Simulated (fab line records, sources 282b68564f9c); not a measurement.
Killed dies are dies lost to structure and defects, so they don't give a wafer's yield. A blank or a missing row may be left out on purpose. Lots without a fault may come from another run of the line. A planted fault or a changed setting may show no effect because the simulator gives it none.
fab line records | flow rit_cmos
record lots=5 wafers=15 last_day=7
route steps=202 shown NWELL@33 PWELL@39 WELLDRIVE@50 NRETRO@53 PRETRO@64 GATE@75
lots that met no fault: from a run of the same line without faults
start_h: hours from the record's first day to the start of the lot's first wafer shown | wait_h: hours since the lot's step before | " the same as in the row above | L1.1+2: a row that stands for several wafers | - no value, or no start given | * or withheld: withheld | < > ~ a bound
route shown NAME@n: a module of which the file shows steps, and the number in the route of the first | usual: mean/standard deviation of fault-free wafers | same: alike in all rows | chamber/n: place in a boat | sites: the reading at each site | _std_site: their standard deviation | _edge_site: outer sites' mean less inner sites' | radius_mm: how far each site lies from the wafer's centre | mask NAME#n: copy n | behind: the tool/chamber that last shaped the wafer | hold: why the lot was held/for how many hours/how that ended | device: the transistor (n, p or np) that didn't switch | end of line: the same wafers' tests at the end of the route | a step without rows: its recipe alone | killed: dies lost to structure and defects at the first sort, not the wafer's yield | map: a wafer's dies, x killed, . not, _ none there
set.NAME: the setting as run; set.NAME@STEP: as run at that earlier step | model.NAME: the simulator's own value behind a step, which no gauge read
lots at some steps of the route; a table a step, a row a wafer
services: from which hour (start_h, from the record's first day; less than 0 if before it) a tool's chamber was out of use, for how many hours, and why
## steps
# step RIT_NWELL_DEVELOP_05
# recipe resist=NOVOLAK develop_time_s=68 dev_temp_c=23
# columns lot.wafer tool chamber start_h wait_h
L077.4+5+6 litho_track-01 0 - -
L083.3+5+6 litho_track-01 0 - -
L087.1+3+6 litho_track-04 0 - -
L092.2+4+5 litho_track-03 0 - -
L095.2+4+6 litho_track-04 0 - -
# step RIT_NWELL_OVL_MEAS_06
# usual NWELL_OVL=0.0/1.3
# columns lot.wafer tool chamber start_h wait_h NWELL_OVL[nm]
L077.4 overlay-02 - 35.33 - -1.0
L077.5 " - " " -1.1
L077.6 " - " " -1.2
L083.3 overlay-01 - 68.16 - 0.8
L083.5 " - " " -0.1
L083.6 " - " " 0.4
L087.1 overlay-02 - 87.03 - -1.8
L087.3 " - " " -1.1
L087.6 " - " " -1.0
L092.2 overlay-01 - 111.67 - 2.4
L092.4 " - " " 1.5
L092.5 " - " " 0.7
L095.2 overlay-02 - 127.13 - -1.3
L095.4 " - " " -2.0
L095.6 " - " " -1.3
# step RIT_NWELL_HARDBAKE_07
# recipe resist=NOVOLAK temp_c=140 time_s=120
# columns lot.wafer tool chamber start_h wait_h
L077.4+5+6 litho_track-03 0 35.47 0.1
L083.3+5+6 litho_track-01 0 68.27 0.1
L087.1+3+6 litho_track-04 0 87.06 0.0
L092.2+4+5 litho_track-03 0 111.74 0.1
L095.2+4+6 litho_track-03 0 127.34 0.2
# step RIT_NWELL_IMPLANT_08
# recipe species=P energy_kev=167.2 dose_cm2=5e+13 tilt_deg=7
# usual beam_on_s=10.03/0.2
# same implant_ion_amu=31
# columns lot.wafer tool chamber start_h wait_h beam_on_s
L077.4 implanter-04 0 35.67 0.2 10.00
L077.5 " 0 " " 10.12
L077.6 " 0 " " 10.09
L083.3 implanter-04 0 68.48 0.2 10.11
L083.5 " 0 " " 9.96
L083.6 " 0 " " 9.79
L087.1 implanter-04 0 87.31 0.2 9.78
L087.3 " 0 " " 9.98
L087.6 " 0 " " 9.88
L092.2 implanter-04 0 111.98 0.2 10.02
L092.4 " 0 " " 9.87
L092.5 " 0 " " 9.98
L095.2 implanter-02 0 127.58 0.2 9.84
L095.4 " 0 " " 10.27
L095.6 " 0 " " 10.10
# step RIT_NWELL_STRIP_09
# recipe chemistry=O2 time_s=180 resist=NOVOLAK platen_temp_c=withheld power_w=500 pressure_mtorr=4000 o2_flow_sccm=4000
# usual drypump_motor_current_A=5.7/0.35
# columns lot.wafer tool chamber start_h wait_h drypump_motor_current_A rf_hours_counter_h
L077.4 plasma_asher-01 0 35.80 0.1 5.5 -
L077.5 " 1 " " 6.4 -
L077.6 " 0 " " 5.4 -
L083.3 plasma_asher-01 0 68.64 0.1 5.4 -
L083.5 " 0 " " 5.4 -
L083.6 " 1 " " 6.4 -
L087.1 plasma_asher-03 0 87.46 0.1 5.5 31
L087.3 " 1 " " 5.5 -
L087.6 " 0 " " 5.5 -
L092.2 plasma_asher-03 0 112.10 0.1 5.6 34
L092.4 " 0 " " 5.5 -
L092.5 " 0 " " 5.5 -
L095.2 plasma_asher-01 1 127.70 0.1 6.4 1
L095.4 " 0 " " 5.5 -
L095.6 " 1 " " 6.4 -
# step RIT_NWELL_TW_MEAS_10
# usual NWELL_TW=2133/16
# columns lot.wafer tool chamber start_h wait_h NWELL_TW
L077.4 film_metro-02 - 35.95 0.1 2117
L077.5 " - " " 2111
L077.6 " - " " 2113
L083.3 film_metro-03 - 68.78 0.1 2138
L083.5 " - " " 2122
L083.6 " - " " 2136
L087.1 film_metro-02 - 87.64 0.1 2108
L087.3 " - " " 2107
L087.6 " - " " 2108
L092.2 film_metro-02 - 112.29 0.1 2127
L092.4 " - " " 2129
L092.5 " - " " 2119
L095.2 film_metro-02 - 127.89 0.1 2141
L095.4 " - " " 2136
L095.6 " - " " 2147
# step RIT_PWELL_HMDS_00
# recipe prime_time_s=60 prime_temp_c=140
# same prime_time_s=60
# columns lot.wafer tool chamber start_h wait_h
L077.4+5+6 litho_track-02 0 36.05 0.1
L083.3+5+6 litho_track-03 0 68.87 0.1
L087.1+3+6 litho_track-02 0 87.70 0.1
L092.2+4+5 litho_track-03 0 112.36 0.1
L095.2+4+6 litho_track-02 0 127.96 0.1
# step RIT_PWELL_COAT_01
# recipe resist=NOVOLAK spin_rpm=2000 resist_thk_nm=1300
# usual dispense_pressure_kPa=50/4.7
# columns lot.wafer tool chamber start_h wait_h dispense_pressure_kPa
L077.4 litho_track-02 0 36.20 0.1 45
L077.5 " 0 " " 45
L077.6 " 0 " " 45
L083.3 litho_track-03 0 69.02 0.1 55
L083.5 " 0 " " 55
L083.6 " 0 " " 55
L087.1 litho_track-02 0 87.85 0.1 45
L087.3 " 0 " " 45
L087.6 " 0 " " 45
L092.2 litho_track-03 0 112.51 0.1 55
L092.4 " 0 " " 55
L092.5 " 0 " " 55
L095.2 litho_track-02 0 128.11 0.1 45
L095.4 " 0 " " 45
L095.6 " 0 " " 45
# step RIT_PWELL_SOFTBAKE_02
# recipe resist=NOVOLAK temp_c=90 time_s=60
# columns lot.wafer tool chamber start_h wait_h
L077.4+5+6 litho_track-02 0 36.35 0.1
L083.3+5+6 litho_track-03 0 69.17 0.1
L087.1+3+6 litho_track-02 0 88.00 0.1
L092.2+4+5 litho_track-03 0 112.66 0.1
L095.2+4+6 litho_track-02 0 128.26 0.1
# step RIT_PWELL_EXPOSE_03
# recipe mask_id=M3 na=0.57 target_cd_nm=43700 dose_mj=250
# columns lot.wafer tool chamber start_h wait_h mask
L077.4+5+6 iline_stepper-01 0 36.49 0.1 M3#0
L083.3+5+6 iline_stepper-01 0 69.43 0.2 M3#0
L087.1+3+6 iline_stepper-01 0 88.15 0.1 M3#0
L092.2+4+5 iline_stepper-01 0 112.93 0.2 M3#0
L095.2+4+6 iline_stepper-02 0 128.41 0.1 M3#0
# step RIT_PWELL_PEB_04
# recipe resist=NOVOLAK temp_c=withheld time_s=withheld
# columns lot.wafer tool chamber start_h wait_h
L077.4+5+6 litho_track-03 0 36.62 0.1
L083.3+5+6 litho_track-03 0 69.56 0.1
L087.1+3+6 litho_track-03 0 88.27 0.1
L092.2+4+5 litho_track-03 0 113.05 0.1
L095.2+4+6 litho_track-03 0 128.53 0.1
# step RIT_PWELL_DEVELOP_05
# recipe resist=NOVOLAK develop_time_s=68 dev_temp_c=23
# columns lot.wafer tool chamber start_h wait_h
L077.4+5+6 litho_track-03 0 - -
L083.3+5+6 litho_track-03 0 - -
L087.1+3+6 litho_track-03 0 - -
L092.2+4+5 litho_track-03 0 - -
L095.2+4+6 litho_track-03 0 - -
# step RIT_PWELL_OVL_MEAS_06
# usual PWELL_OVL=-1.7/1.2
# columns lot.wafer tool chamber start_h wait_h PWELL_OVL[nm]
L077.4 overlay-02 - 36.88 - -0.3
L077.5 " - " " -1.7
L077.6 " - " " -0.1
L083.3 overlay-01 - 69.84 - -2.6
L083.5 " - " " -1.5
L083.6 " - " " -3.4
L087.1 overlay-02 - 88.58 - -4.5
L087.3 " - " " -3.1
L087.6 " - " " -5.3
L092.2 overlay-01 - 113.35 - -0.5
L092.4 " - " " -1.3
L092.5 " - " " -0.4
L095.2 overlay-02 - 128.82 - -1.8
L095.4 " - " " -0.9
L095.6 " - " " -2.7
# step RIT_PWELL_HARDBAKE_07
# recipe resist=NOVOLAK temp_c=140 time_s=120
# columns lot.wafer tool chamber start_h wait_h
L077.4+5+6 litho_track-03 0 37.02 0.1
L083.3+5+6 litho_track-04 0 69.94 0.1
L087.1+3+6 litho_track-02 0 88.61 0.0
L092.2+4+5 litho_track-03 0 113.42 0.1
L095.2+4+6 litho_track-04 0 128.89 0.1
# step RIT_PWELL_IMPLANT_08
# recipe species=B energy_kev=170 dose_cm2=7e+13 tilt_deg=7
# usual beam_on_s=10.00/0.2
# same implant_ion_amu=11
# columns lot.wafer tool chamber start_h wait_h beam_on_s
L077.4 implanter-01 0 37.22 0.2 10.18
L077.5 " 0 " " 9.59
L077.6 " 0 " " 10.00
L083.3 implanter-04 0 70.16 0.2 10.14
L083.5 " 0 " " 9.83
L083.6 " 0 " " 9.90
L087.1 implanter-03 0 88.86 0.2 10.31
L087.3 " 0 " " 10.02
L087.6 " 0 " " 10.22
L092.2 implanter-03 0 113.65 0.2 10.02
L092.4 " 0 " " 10.13
L092.5 " 0 " " 10.15
L095.2 implanter-01 0 129.13 0.2 9.99
L095.4 " 0 " " 9.91
L095.6 " 0 " " 10.00
# step RIT_PWELL_STRIP_09
# recipe chemistry=O2 time_s=180 resist=NOVOLAK platen_temp_c=withheld power_w=500 pressure_mtorr=4000 o2_flow_sccm=4000
# usual drypump_motor_current_A=5.9/0.4
# columns lot.wafer tool chamber start_h wait_h drypump_motor_current_A rf_hours_counter_h
L077.4 plasma_asher-03 1 37.35 0.1 5.5 -
L077.5 " 0 " " 5.5 -
L077.6 " 1 " " 5.5 -
L083.3 plasma_asher-02 0 70.32 0.1 5.7 -
L083.5 " 0 " " 5.7 -
L083.6 " 1 " " 6.6 -
L087.1 plasma_asher-03 1 89.01 0.1 5.5 31
L087.3 " 1 " " 5.5 -
L087.6 " 1 " " 5.5 -
L092.2 plasma_asher-04 0 113.78 0.1 6.1 49
L092.4 " 1 " " 5.8 -
L092.5 " 0 " " 6.1 -
L095.2 plasma_asher-02 1 129.25 0.1 6.5 50
L095.4 " 1 " " 6.5 -
L095.6 " 0 " " 5.7 -
# step RIT_PWELL_TW_MEAS_10
# usual PWELL_TW=950/7
# columns lot.wafer tool chamber start_h wait_h PWELL_TW
L077.4 film_metro-01 - 37.50 0.1 957
L077.5 " - " " 958
L077.6 " - " " 958
L083.3 film_metro-02 - 70.46 0.1 940
L083.5 " - " " 938
L083.6 " - " " 944
L087.1 film_metro-02 - 89.19 0.1 942
L087.3 " - " " 946
L087.6 " - " " 947
L092.2 film_metro-02 - 113.96 0.1 948
L092.4 " - " " 947
L092.5 " - " " 948
L095.2 film_metro-03 - 129.44 0.1 952
L095.4 " - " " 954
L095.6 " - " " 948
# step RIT_WELLDRIVE_ANNEAL_00
# recipe temp_c=1100 time_s=14700 ambient=N2
# usual zone_power_load_pct=43.6/3
# columns lot.wafer tool chamber start_h wait_h zone_power_load_pct
L077.4 furnace-04 0 37.63 0.1 44.5
L077.5 " 0 " " 44.9
L077.6 " 0 " " 45.2
L083.3 furnace-03 0 73.92 3.5 48.2
L083.5 " 0 " " 46.7
L083.6 " 0 " " 46.8
L087.1 furnace-03 0 89.93 0.7 47.3
L087.3 " 0 " " 47.3
L087.6 " 0 " " 47.1
L092.2 furnace-04 0 114.01 0.0 44.0
L092.4 " 0 " " 45.0
L092.5 " 0 " " 44.7
L095.2 furnace-01 0 129.60 0.2 39.3
L095.4 " 0 " " 40.6
L095.6 " 0 " " 39.6
# step RIT_WELLDRIVE_RS_MEAS_01
# recipe thk_meas_gauge=four-point-probe
# usual NWELL_RS=275.9/0.65
# columns lot.wafer tool chamber start_h wait_h NWELL_RS[ohm/sq]
L077.4 film_metro-02 - 42.77 0.1 275.8
L077.5 " - " " 274.8
L077.6 " - " " 275.8
L083.3 film_metro-01 - 79.04 0.0 275.0
L083.5 " - " " 276.4
L083.6 " - " " 276.4
L087.1 film_metro-02 - 95.02 0.0 275.5
L087.3 " - " " 275.9
L087.6 " - " " 275.1
L092.2 film_metro-03 - 119.12 0.0 275.7
L092.4 " - " " 276.7
L092.5 " - " " 275.6
L095.2 film_metro-02 - 134.71 0.0 274.9
L095.4 " - " " 275.3
L095.6 " - " " 275.7
# step RIT_WELLDRIVE_RS_MEAS_02
# recipe thk_meas_gauge=four-point-probe
# usual PWELL_RS=430.1/1.1
# columns lot.wafer tool chamber start_h wait_h PWELL_RS[ohm/sq]
L077.4 film_metro-02 - 42.89 0.1 431.4
L077.5 " - " " 431.0
L077.6 " - " " 430.6
L083.3 film_metro-01 - 79.16 0.1 428.9
L083.5 " - " " 429.2
L083.6 " - " " 429.7
L087.1 film_metro-02 - 95.14 0.1 427.9
L087.3 " - " " 427.9
L087.6 " - " " 428.3
L092.2 film_metro-03 - 119.24 0.1 430.1
L092.4 " - " " 430.0
L092.5 " - " " 430.7
L095.2 film_metro-02 - 134.83 0.1 431.9
L095.4 " - " " 430.1
L095.6 " - " " 431.0
# step RIT_NRETRO_HMDS_00
# recipe prime_time_s=60 prime_temp_c=140
# same prime_time_s=60
# columns lot.wafer tool chamber start_h wait_h
L077.4+5+6 litho_track-02 0 43.03 0.1
L083.3+5+6 litho_track-01 0 79.29 0.1
L087.1+3+6 litho_track-04 0 95.26 0.1
L092.2+4+5 litho_track-02 0 119.42 0.2
L095.2+4+6 litho_track-04 0 134.95 0.1
# step RIT_NRETRO_COAT_01
# recipe resist=NOVOLAK spin_rpm=2000 resist_thk_nm=1319
# usual dispense_pressure_kPa=50/4.3
# columns lot.wafer tool chamber start_h wait_h dispense_pressure_kPa
L077.4 litho_track-02 0 43.18 0.1 45
L077.5 " 0 " " 45
L077.6 " 0 " " 45
L083.3 litho_track-01 0 79.44 0.1 55
L083.5 " 0 " " 55
L083.6 " 0 " " 55
L087.1 litho_track-04 0 95.41 0.1 53
L087.3 " 0 " " 53
L087.6 " 0 " " 53
L092.2 litho_track-02 0 119.57 0.1 45
L092.4 " 0 " " 45
L092.5 " 0 " " 45
L095.2 litho_track-04 0 135.10 0.1 53
L095.4 " 0 " " 53
L095.6 " 0 " " 53
# step RIT_NRETRO_SOFTBAKE_02
# recipe resist=NOVOLAK temp_c=90 time_s=60
# columns lot.wafer tool chamber start_h wait_h
L077.4+5+6 litho_track-02 0 43.33 0.1
L083.3+5+6 litho_track-01 0 79.59 0.1
L087.1+3+6 litho_track-04 0 95.56 0.1
L092.2+4+5 litho_track-02 0 119.72 0.1
L095.2+4+6 litho_track-04 0 135.25 0.1
# step RIT_NRETRO_EXPOSE_03
# recipe mask_id=M4 na=0.57 target_cd_nm=43900 dose_mj=250
# columns lot.wafer tool chamber start_h wait_h mask
L077.4+5+6 iline_stepper-01 0 43.58 0.2 M4#0
L083.3+5+6 iline_stepper-02 0 79.73 0.1 M4#0
L087.1+3+6 iline_stepper-02 0 95.83 0.2 M4#0
L092.2+4+5 iline_stepper-02 0 119.87 0.1 M4#0
L095.2+4+6 iline_stepper-02 0 135.40 0.1 M4#0
# step RIT_NRETRO_PEB_04
# recipe resist=NOVOLAK temp_c=withheld time_s=withheld
# columns lot.wafer tool chamber start_h wait_h
L077.4+5+6 litho_track-01 0 43.72 0.1
L083.3+5+6 litho_track-04 0 79.86 0.1
L087.1+3+6 litho_track-04 0 96.02 0.2
L092.2+4+5 litho_track-04 0 120.11 0.2
L095.2+4+6 litho_track-01 0 135.52 0.1
# step RIT_NRETRO_DEVELOP_05
# recipe resist=NOVOLAK develop_time_s=68 dev_temp_c=23
# columns lot.wafer tool chamber start_h wait_h
L077.4+5+6 litho_track-01 0 - -
L083.3+5+6 litho_track-04 0 - -
L087.1+3+6 litho_track-04 0 - -
L092.2+4+5 litho_track-04 0 - -
L095.2+4+6 litho_track-01 0 - -
# step RIT_NRETRO_OVL_MEAS_06
# usual NRETRO_OVL=-0.5/1.4
# columns lot.wafer tool chamber start_h wait_h NRETRO_OVL[nm]
L077.4 overlay-02 - 43.97 - 0.1
L077.5 " - " " 0.5
L077.6 " - " " 0.0
L083.3 overlay-01 - 80.14 - -3.1
L083.5 " - " " -2.6
L083.6 " - " " -1.5
L087.1 overlay-02 - 96.34 - 1.5
L087.3 " - " " 1.5
L087.6 " - " " 0.8
L092.2 overlay-02 - 120.41 - -0.2
L092.4 " - " " -1.0
L092.5 " - " " 0.4
L095.2 overlay-01 - 135.81 - -2.5
L095.4 " - " " -3.1
L095.6 " - " " -2.7
# step RIT_NRETRO_HARDBAKE_07
# recipe resist=NOVOLAK temp_c=140 time_s=120
# columns lot.wafer tool chamber start_h wait_h
L077.4+5+6 litho_track-01 0 44.12 0.1
L083.3+5+6 litho_track-01 0 80.24 0.1
L087.1+3+6 litho_track-01 0 96.37 0.0
L092.2+4+5 litho_track-02 0 120.48 0.1
L095.2+4+6 litho_track-04 0 135.88 0.1
# step RIT_NRETRO_IMPLANT_08
# recipe species=P energy_kev=68.75 dose_cm2=1e+13 tilt_deg=7
# usual beam_on_s=10.04/0.2
# same implant_ion_amu=31
# columns lot.wafer tool chamber start_h wait_h beam_on_s
L077.4 implanter-03 0 44.32 0.2 10.44
L077.5 " 0 " " 10.30
L077.6 " 0 " " 10.25
L083.3 implanter-02 0 80.46 0.2 10.35
L083.5 " 0 " " 9.75
L083.6 " 0 " " 10.01
L087.1 implanter-01 0 96.62 0.2 10.00
L087.3 " 0 " " 9.81
L087.6 " 0 " " 9.88
L092.2 implanter-02 0 120.71 0.2 9.87
L092.4 " 0 " " 10.05
L092.5 " 0 " " 9.99
L095.2 implanter-02 0 136.12 0.2 9.93
L095.4 " 0 " " 10.30
L095.6 " 0 " " 9.56
# step RIT_NRETRO_STRIP_09
# recipe chemistry=O2 time_s=180 resist=NOVOLAK platen_temp_c=withheld power_w=500 pressure_mtorr=4000 o2_flow_sccm=4000
# usual drypump_motor_current_A=6.0/0.38
# columns lot.wafer tool chamber start_h wait_h drypump_motor_current_A rf_hours_counter_h
L077.4 plasma_asher-02 1 44.45 0.1 6.5 -
L077.5 " 0 " " 5.6 -
L077.6 " 1 " " 6.5 -
L083.3 plasma_asher-02 1 80.62 0.1 6.6 -
L083.5 " 0 " " 5.6 -
L083.6 " 1 " " 6.6 -
L087.1 plasma_asher-04 1 96.77 0.1 5.8 47
L087.3 " 1 " " 5.8 -
L087.6 " 1 " " 5.8 -
L092.2 plasma_asher-04 1 120.84 0.1 5.8 50
L092.4 " 0 " " 6.0 -
L092.5 " 1 " " 5.8 -
L095.2 plasma_asher-04 1 136.24 0.1 5.8 51
L095.4 " 1 " " 5.8 -
L095.6 " 1 " " 5.8 -
# step RIT_NRETRO_TW_MEAS_10
# usual NRETRO_TW=1046/6.8
# columns lot.wafer tool chamber start_h wait_h NRETRO_TW
L077.4 film_metro-04 - 44.93 0.4 1044
L077.5 " - " " 1048
L077.6 " - " " 1045
L083.3 film_metro-04 - 80.75 0.1 1040
L083.5 " - " " 1032
L083.6 " - " " 1039
L087.1 film_metro-01 - 96.95 0.1 1055
L087.3 " - " " 1063
L087.6 " - " " 1058
L092.2 film_metro-03 - 121.02 0.1 1048
L092.4 " - " " 1043
L092.5 " - " " 1049
L095.2 film_metro-04 - 136.43 0.1 1046
L095.4 " - " " 1044
L095.6 " - " " 1042
# step RIT_PRETRO_HMDS_00
# recipe prime_time_s=60 prime_temp_c=140
# same prime_time_s=60
# columns lot.wafer tool chamber start_h wait_h
L077.4+5+6 litho_track-02 0 45.04 0.1
L083.3+5+6 litho_track-03 0 80.84 0.1
L087.1+3+6 litho_track-02 0 97.01 0.1
L092.2+4+5 litho_track-02 0 121.11 0.1
L095.2+4+6 litho_track-02 0 136.50 0.1
# step RIT_PRETRO_COAT_01
# recipe resist=NOVOLAK spin_rpm=2000 resist_thk_nm=1300
# usual dispense_pressure_kPa=50/4.9
# columns lot.wafer tool chamber start_h wait_h dispense_pressure_kPa
L077.4 litho_track-02 0 45.19 0.1 45
L077.5 " 0 " " 45
L077.6 " 0 " " 45
L083.3 litho_track-03 0 80.99 0.1 55
L083.5 " 0 " " 55
L083.6 " 0 " " 55
L087.1 litho_track-02 0 97.16 0.1 45
L087.3 " 0 " " 45
L087.6 " 0 " " 45
L092.2 litho_track-02 0 121.26 0.1 45
L092.4 " 0 " " 45
L092.5 " 0 " " 45
L095.2 litho_track-02 0 136.65 0.1 45
L095.4 " 0 " " 45
L095.6 " 0 " " 45
# step RIT_PRETRO_SOFTBAKE_02
# recipe resist=NOVOLAK temp_c=90 time_s=60
# columns lot.wafer tool chamber start_h wait_h
L077.4+5+6 litho_track-02 0 45.34 0.1
L083.3+5+6 litho_track-03 0 81.14 0.1
L087.1+3+6 litho_track-02 0 97.31 0.1
L092.2+4+5 litho_track-02 0 121.41 0.1
L095.2+4+6 litho_track-02 0 136.80 0.1
# step RIT_PRETRO_EXPOSE_03
# recipe mask_id=M5 na=0.57 target_cd_nm=43700 dose_mj=250
# columns lot.wafer tool chamber start_h wait_h mask
L077.4+5+6 iline_stepper-02 0 45.47 0.1 M5#0
L083.3+5+6 iline_stepper-02 0 81.28 0.1 M5#0
L087.1+3+6 iline_stepper-01 0 97.58 0.2 M5#0
L092.2+4+5 iline_stepper-02 0 121.56 0.1 M5#0
L095.2+4+6 iline_stepper-02 0 137.05 0.2 M5#0
# step RIT_PRETRO_PEB_04
# recipe resist=NOVOLAK temp_c=withheld time_s=withheld
# columns lot.wafer tool chamber start_h wait_h
L077.4+5+6 litho_track-02 0 45.60 0.1
L083.3+5+6 litho_track-01 0 81.60 0.3
L087.1+3+6 litho_track-02 0 97.70 0.1
L092.2+4+5 litho_track-01 0 121.68 0.1
L095.2+4+6 litho_track-02 0 137.17 0.1
# step RIT_PRETRO_DEVELOP_05
# recipe resist=NOVOLAK develop_time_s=68 dev_temp_c=23
# columns lot.wafer tool chamber start_h wait_h
L077.4+5+6 litho_track-02 0 - -
L083.3+5+6 litho_track-01 0 - -
L087.1+3+6 litho_track-02 0 - -
L092.2+4+5 litho_track-01 0 - -
L095.2+4+6 litho_track-02 0 - -
# step RIT_PRETRO_OVL_MEAS_06
# usual PRETRO_OVL=-0.5/1.1
# columns lot.wafer tool chamber start_h wait_h PRETRO_OVL[nm]
L077.4 overlay-01 - 45.86 - 0.3
L077.5 " - " " 0.4
L077.6 " - " " 0.7
L083.3 overlay-01 - 81.87 - 0.5
L083.5 " - " " 0.5
L083.6 " - " " 1.2
L087.1 overlay-02 - 98.01 - 0.2
L087.3 " - " " -0.7
L087.6 " - " " -2.0
L092.2 overlay-02 - 121.97 - 0.5
L092.4 " - " " 0.0
L092.5 " - " " 0.8
L095.2 overlay-01 - 137.47 - -0.7
L095.4 " - " " -0.9
L095.6 " - " " 0.4
# step RIT_PRETRO_HARDBAKE_07
# recipe resist=NOVOLAK temp_c=140 time_s=120
# columns lot.wafer tool chamber start_h wait_h
L077.4+5+6 litho_track-01 0 46.00 0.1
L083.3+5+6 litho_track-01 0 81.98 0.1
L087.1+3+6 litho_track-03 0 98.41 0.4
L092.2+4+5 litho_track-02 0 122.04 0.1
L095.2+4+6 litho_track-02 0 137.54 0.1
# step RIT_PRETRO_IMPLANT_08
# recipe species=B energy_kev=45 dose_cm2=1.223e+13 tilt_deg=7
# usual beam_on_s=10.02/0.19
# same implant_ion_amu=11
# columns lot.wafer tool chamber start_h wait_h beam_on_s
L077.4 implanter-02 0 46.20 0.2 9.80
L077.5 " 0 " " 10.14
L077.6 " 0 " " 10.08
L083.3 implanter-04 0 82.19 0.2 9.92
L083.5 " 0 " " 10.16
L083.6 " 0 " " 9.89
L087.1 implanter-03 0 98.66 0.2 10.22
L087.3 " 0 " " 10.08
L087.6 " 0 " " 9.99
L092.2 implanter-02 0 122.28 0.2 9.74
L092.4 " 0 " " 9.63
L092.5 " 0 " " 10.23
L095.2 implanter-02 0 137.77 0.2 10.37
L095.4 " 0 " " 9.63
L095.6 " 0 " " 9.67
# step RIT_PRETRO_STRIP_09
# recipe chemistry=O2 time_s=180 resist=NOVOLAK platen_temp_c=withheld power_w=500 pressure_mtorr=4000 o2_flow_sccm=4000
# usual drypump_motor_current_A=5.9/0.46
# columns lot.wafer tool chamber start_h wait_h drypump_motor_current_A rf_hours_counter_h
L077.4 plasma_asher-03 1 46.34 0.1 5.5 -
L077.5 " 0 " " 5.5 -
L077.6 " 1 " " 5.5 -
L083.3 plasma_asher-02 1 82.35 0.1 6.6 -
L083.5 " 1 " " 6.5 -
L083.6 " 0 " " 5.7 -
L087.1 plasma_asher-03 1 98.81 0.1 5.5 32
L087.3 " 1 " " 5.5 -
L087.6 " 1 " " 5.5 -
L092.2 plasma_asher-03 1 122.40 0.1 5.4 35
L092.4 " 0 " " 5.5 -
L092.5 " 0 " " 5.5 -
L095.2 plasma_asher-02 1 137.90 0.1 6.6 50
L095.4 " 0 " " 5.7 -
L095.6 " 0 " " 5.7 -
# step RIT_PRETRO_TW_MEAS_10
# usual PRETRO_TW=476.5/2.9
# columns lot.wafer tool chamber start_h wait_h PRETRO_TW
L077.4 film_metro-04 - 46.48 0.1 479.9
L077.5 " - " " 480.4
L077.6 " - " " 479.8
L083.3 film_metro-04 - 82.49 0.1 476.3
L083.5 " - " " 477.9
L083.6 " - " " 474.6
L087.1 film_metro-02 - 98.99 0.1 479.6
L087.3 " - " " 475.4
L087.6 " - " " 477.2
L092.2 film_metro-02 - 122.59 0.1 479.4
L092.4 " - " " 476.2
L092.5 " - " " 477.9
L095.2 film_metro-02 - 138.08 0.1 478.0
L095.4 " - " " 478.3
L095.6 " - " " 477.1
# step RIT_GATE_WET_ETCH_00
# recipe chemistry=BOE target=SiO2 target_depth_nm=56 time_s=60 dry=n2_spin dilution=10:1 temp_c=21.5
# usual bath_heat_duty_pct=1.7/0.38
# columns lot.wafer tool chamber start_h wait_h bath_heat_duty_pct
L077.4 wet_bench-01 1 46.51 0.0 2.0
L077.5 " 1 " " 1.4
L077.6 " 1 " " 1.5
L083.3 wet_bench-01 0 82.53 0.0 2.0
L083.5 " 0 " " 2.0
L083.6 " 0 " " 2.4
L087.1 wet_bench-03 1 99.05 0.1 1.7
L087.3 " 1 " " 1.8
L087.6 " 1 " " 2.3
L092.2 wet_bench-04 3 122.64 0.0 1.7
L092.4 " 3 " " 2.0
L092.5 " 3 " " 2.1
L095.2 wet_bench-01 2 138.13 0.0 1.5
L095.4 " 2 " " 1.1
L095.6 " 2 " " 1.0
# step RIT_GATE_CLEAN_01
# recipe chemistry=SC1 mix=3:3:50 time_s=600 temp_c=75
# usual bath_heat_duty_pct=15.7/1.9
# columns lot.wafer tool chamber start_h wait_h bath_heat_duty_pct
L077.4 wet_bench-03 1 46.54 0.0 17.9
L077.5 " 1 " " 16.9
L077.6 " 1 " " 18.1
L083.3 wet_bench-03 2 82.55 0.0 17.9
L083.5 " 2 " " 19.1
L083.6 " 2 " " 18.5
L087.1 wet_bench-04 3 99.07 0.0 13.4
L087.3 " 3 " " 12.0
L087.6 " 3 " " 12.5
L092.2 wet_bench-01 0 122.69 0.0 17.4
L092.4 " 0 " " 15.3
L092.5 " 0 " " 15.0
L095.2 wet_bench-03 0 138.16 0.0 14.4
L095.4 " 0 " " 17.0
L095.6 " 0 " " 14.8
# step RIT_GATE_CLEAN_02
# recipe chemistry=dHF dilution=50:1 time_s=30
# columns lot.wafer tool chamber start_h wait_h
L077.4+5+6 wet_bench-01 1 46.71 0.0
L083.3+5+6 wet_bench-01 3 82.73 0.0
L087.1+3+6 wet_bench-01 1 99.25 0.0
L092.2+4+5 wet_bench-04 3 122.87 0.0
L095.2+4+6 wet_bench-01 3 138.33 0.0
# step RIT_GATE_CLEAN_03
# recipe chemistry=SC2 mix=3:3:50 time_s=600 temp_c=75 dry=n2_spin
# usual bath_heat_duty_pct=15.3/1.6
# columns lot.wafer tool chamber start_h wait_h bath_heat_duty_pct
L077.4 wet_bench-01 3 46.73 0.0 15.7
L077.5 " 3 " " 14.7
L077.6 " 3 " " 14.7
L083.3 wet_bench-04 0 82.75 0.0 15.0
L083.5 " 0 " " 15.0
L083.6 " 0 " " 15.5
L087.1 wet_bench-03 1 99.27 0.0 18.4
L087.3 " 1 " " 18.3
L087.6 " 1 " " 16.8
L092.2 wet_bench-03 0 122.90 0.0 14.3
L092.4 " 0 " " 15.8
L092.5 " 0 " " 14.3
L095.2 wet_bench-03 2 138.35 0.0 17.2
L095.4 " 2 " " 18.7
L095.6 " 2 " " 17.9
# step RIT_GATE_CLEAN_04
# recipe chemistry=dHF dilution=50:1 time_s=60 dry=n2_spin
# columns lot.wafer tool chamber start_h wait_h
L077.4+5+6 wet_bench-01 2 46.91 0.0
L083.3+5+6 wet_bench-04 0 82.92 0.0
L087.1+3+6 wet_bench-04 2 99.46 0.0
L092.2+4+5 wet_bench-01 3 123.08 0.0
L095.2+4+6 wet_bench-01 2 138.53 0.0
## services
# columns tool chamber start_h hours kind
furnace-01 - 11.55 1.4 repair
plasma_asher-03 - 16.05 4.5 repair
implanter-03 - 23.99 4.8 pm
iline_stepper-02 - 25.70 1.8 repair
implanter-04 - 26.75 3.9 pm
iline_stepper-01 - 27.52 4.3 pm
implanter-01 - 28.80 3.3 pm
furnace-03 - 43.44 3.8 pm
plasma_asher-04 - 46.25 2.0 repair
furnace-01 - 48.56 2.7 pm
implanter-02 - 107.07 6.0 repair
plasma_asher-01 - 108.75 9.0 pm
plasma_asher-01 0 108.75 9.0 vent_cycle
plasma_asher-01 1 108.75 9.0 vent_cycle
furnace-03 - 112.27 1.0 pm
plasma_asher-01 0 117.75 - clean
plasma_asher-01 1 117.75 - clean
iline_stepper-01 - 119.09 28.9 pm
implanter-03 - 121.80 3.5 repair
## key
fault none
